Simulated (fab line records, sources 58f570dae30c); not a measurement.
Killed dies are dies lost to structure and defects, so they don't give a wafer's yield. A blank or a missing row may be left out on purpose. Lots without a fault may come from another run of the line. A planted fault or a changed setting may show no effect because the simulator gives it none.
Tool commonality check | flow berkeley_cmos170 | 15 lots, 45 wafers sampled

WHY IT WAS OPENED
At UCB170_ACTIVE_OVL_MEAS_14 the reading ACTIVE_OVL is flagged on 3 of 15 lots. Wafers without a fault read 0 nm, standard deviation 4.6.
Rule: a lot is flagged when every wafer of it that has a number lies more than 4 standard deviations from that mean, or none has a number. The other lots count as sound.

lot  | measured    | on         | ACTIVE_OVL (nm), wafer by wafer | flag
L670 | day 4 03:28 | overlay-01 | -1 -2 -1                        |
L671 | day 4 12:31 | overlay-01 | -7 -3 -1                        |
L673 | day 5 00:04 | overlay-01 | 2 2 -4                          |
L676 | day 5 16:13 | overlay-01 | 2 -6 -2                         |
L675 | day 5 16:27 | overlay-02 | 1 1 0                           |
L677 | day 5 23:45 | overlay-01 | 5 8 12                          |
L678 | day 6 05:36 | overlay-02 | 2 4 1                           |
L679 | day 6 05:52 | overlay-02 | 10 0 9                          |
L680 | day 6 13:25 | overlay-02 | 6 2 -6                          |
L681 | day 6 19:48 | overlay-02 | 3 3 0                           |
L689 | day 8 12:40 | overlay-01 | -164 -160 -158                  | FLAGGED
L691 | day 8 19:37 | overlay-01 | -160 -158 -158                  | FLAGGED
L690 | day 8 19:44 | overlay-01 | 1 -1 8                          |
L692 | day 8 20:01 | overlay-01 | -167 -160 -155                  | FLAGGED
L693 | day 9 08:55 | overlay-01 | -13 -6 -8                       |
The numbers of the flagged lots are -160 nm on average: -160 nm against the usual, or -35 standard deviations.

WHICH TOOL RAN EACH LOT
The record holds 1 process step before the reading, out of a route of 331 steps. In each cell: the tool, then ch and the chambers that the sampled wafers went through, then the start.
lot  | flag    | UCB170_ACTIVE_EXPOSE_10
L670 |         | krf_scanner-01 ch 0, day 4 02:57
L671 |         | krf_scanner-02 ch 0, day 4 11:57
L673 |         | krf_scanner-01 ch 0, day 4 23:10
L676 |         | krf_scanner-01 ch 0, day 5 15:43
L675 |         | krf_scanner-02 ch 0, day 5 15:56
L677 |         | krf_scanner-01 ch 0, day 5 23:16
L678 |         | krf_scanner-01 ch 0, day 6 05:08
L679 |         | krf_scanner-02 ch 0, day 6 05:23
L680 |         | krf_scanner-01 ch 0, day 6 12:55
L681 |         | krf_scanner-02 ch 0, day 6 19:17
L689 | FLAGGED | krf_scanner-02 ch 0, day 8 11:59
L691 | FLAGGED | krf_scanner-02 ch 0, day 8 18:49
L690 |         | krf_scanner-01 ch 0, day 8 19:04
L692 | FLAGGED | krf_scanner-02 ch 0, day 8 19:20
L693 |         | krf_scanner-01 ch 0, day 9 08:24
What these steps do:
- UCB170_ACTIVE_EXPOSE_10: exposes mask ACTIVE, target cd 1200 nm.
- UCB170_ACTIVE_OVL_MEAS_14

FLAGGED OVER TOTAL, TOOL BY TOOL (the gauges that took the reading come last)
step                      | tool           | lots run | flagged | share of the flagged lots | sound lots run after its first flagged lot
UCB170_ACTIVE_EXPOSE_10   | krf_scanner-01 | 8        | 0       | none                      | -
UCB170_ACTIVE_EXPOSE_10   | krf_scanner-02 | 7        | 3       | all                       | 0
UCB170_ACTIVE_OVL_MEAS_14 | overlay-01     | 10       | 3       | all                       | 2 (L690,L693)
UCB170_ACTIVE_OVL_MEAS_14 | overlay-02     | 5        | 0       | none                      | -

WHAT THE TABLE ALLOWS
2 rows of the table ran every flagged lot: krf_scanner-02 at UCB170_ACTIVE_EXPOSE_10, overlay-01 at UCB170_ACTIVE_OVL_MEAS_14.
- krf_scanner-02 at UCB170_ACTIVE_EXPOSE_10: 3 of its 7 lots flagged. Its last sound lot is L681 (day 6 19:17), its first flagged lot L689 (day 8 11:59): a fault that began between those two fits.
- overlay-01 at UCB170_ACTIVE_OVL_MEAS_14: 3 of its 10 lots flagged. Sound lots ran on it after the first flagged one (L690, L693), which a lasting fault on the whole tool wouldn't allow.
One tool is left: krf_scanner-02 at UCB170_ACTIVE_EXPOSE_10.

WHAT THE SIMULATOR HAD PUT IN
Scanner matching overlay: krf_scanner-02, from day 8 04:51 on, at UCB170_ACTIVE_EXPOSE_10. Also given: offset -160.
Lots struck among those shown: L689, L691, L692. The rule above found the same.
